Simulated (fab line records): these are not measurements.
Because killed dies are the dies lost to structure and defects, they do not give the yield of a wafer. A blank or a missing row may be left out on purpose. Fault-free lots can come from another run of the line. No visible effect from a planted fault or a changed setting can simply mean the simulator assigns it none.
fab line records || flow rit-cmos
record {"lots": 13, "wafers": 39, "last-day": 7}
route steps=202 shown NLDD@106
lots with no fault: from the same line, run without faults
start-h: start of the lot's first displayed wafer, in hours after the record's first day || wait-h: how many hours have passed since the lot's step before this one || " same as the row above || L1.1+2: several wafers, shown together as one row || - value missing, or start not given || * or withheld: withheld || < > ~ a bound
route shown NAME@n: a module of which the file shows steps, and the number in the route of the first || usual: the fault-free wafers' mean and standard deviation || same: alike in all rows || chamber/n: place in a boat || sites: per-site readings || _std_site: how widely they spread, as a standard deviation || _edge_site: the outer-site mean with the inner-site mean subtracted || radius-mm: how far each site lies from the wafer's centre || mask NAME#n: copy n || behind: tool/chamber where the wafer was last shaped || hold: cause of the lot's hold/its duration in hours/its outcome || device: the n, p or np transistor that did not switch || end of line: the route-end tests of the same wafers || a step given without rows: its recipe and nothing more || killed: not the wafer's yield, but the dies lost to structure and defects at the first sort || map: the dies of a wafer, with x for killed, . for not killed, _ for no die there
set.NAME: the run value of the setting; set.NAME@STEP: its run value at that earlier step || model.NAME: the simulator's own value behind a step, which no gauge read
one table for each step of the route and one row for each wafer, over a sample of lots
services: a tool's chamber out of use, with start hour (start-h, from the record's first day; less than 0 if before it), hours out, and reason
## steps
# step RIT_NLDD_EXPOSE_03
# recipe {"mask-id": "M7", "na": 0.57, "target-cd-nm": 40700, "dose-mj": 250}
{"lot.wafer": "L477.1+4+6", "tool": "iline-stepper-02", "chamber": 0, "start-h": 49.31, "wait-h": 0.4, "mask": "M7#0"}
{"lot.wafer": "L478.1+5+6", "tool": "iline-stepper-02", "chamber": 0, "start-h": 62.70, "wait-h": 0.1, "mask": "M7#0"}
{"lot.wafer": "L479.1+2+3", "tool": "iline-stepper-01", "chamber": 0, "start-h": 62.94, "wait-h": 0.4, "mask": "M7#0"}
{"lot.wafer": "L480.1+3+5", "tool": "iline-stepper-01", "chamber": 0, "start-h": 72.93, "wait-h": 0.1, "mask": "M7#0"}
{"lot.wafer": "L481.1+2+4", "tool": "iline-stepper-02", "chamber": 0, "start-h": 78.67, "wait-h": 0.2, "mask": "M7#0"}
{"lot.wafer": "L482.2+3+5", "tool": "iline-stepper-02", "chamber": 0, "start-h": 85.20, "wait-h": 0.1, "mask": "M7#0"}
{"lot.wafer": "L483.1+3+4", "tool": "iline-stepper-01", "chamber": 0, "start-h": 87.51, "wait-h": 0.2, "mask": "M7#0"}
{"lot.wafer": "L485.1+2+4", "tool": "iline-stepper-02", "chamber": 0, "start-h": 92.81, "wait-h": 0.1, "mask": "M7_R1#0"}
{"lot.wafer": "L486.4+5+6", "tool": "iline-stepper-01", "chamber": 0, "start-h": 96.98, "wait-h": 0.2, "mask": "M7#0"}
{"lot.wafer": "L495.1+4+6", "tool": "iline-stepper-02", "chamber": 0, "start-h": 140.61, "wait-h": 0.1, "mask": "M7#0"}
{"lot.wafer": "L496.1+3+4", "tool": "iline-stepper-02", "chamber": 0, "start-h": 145.34, "wait-h": 0.1, "mask": "M7#0"}
{"lot.wafer": "L497.1+3+5", "tool": "iline-stepper-01", "chamber": 0, "start-h": 150.40, "wait-h": 0.2, "mask": "M7#0"}
{"lot.wafer": "L498.3+4+5", "tool": "iline-stepper-01", "chamber": 0, "start-h": 160.15, "wait-h": 0.1, "mask": "M7#0"}
## services
{"tool": "iline-stepper-02", "chamber": "-", "start-h": 25.70, "hours": 1.8, "kind": "repair"}
{"tool": "iline-stepper-01", "chamber": "-", "start-h": 27.52, "hours": 4.3, "kind": "pm"}
{"tool": "iline-stepper-01", "chamber": "-", "start-h": 119.09, "hours": 28.9, "kind": "pm"}
{"tool": "iline-stepper-02", "chamber": "-", "start-h": 145.97, "hours": 35.9, "kind": "repair"}
## key
first-sign {"step": "RIT_NLDD_EXPOSE_03", "reading": "mask", "direction": "changed"}
effect none on later readings
met-at RIT_NLDD_EXPOSE_03
struck-lots L485
tester-left-out L485
onset-between 85.20 92.81
fault {"kind": "wrong-mask", "tool": "any", "chamber": "-", "onset-h": 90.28, "steps": "RIT_NLDD_EXPOSE_03", "aux-copy": "M7_R1#0", "cd-offset-nm": -220, "scope": "struck-lots-only"}
# tester-left-out: of these lots the tester's yield and bins aren't shown, on N5 and GAA mostly nor the transistor test; their killed dies are dies lost to structure and defects alone, not to doping, threshold or leakage, so they don't give the yield
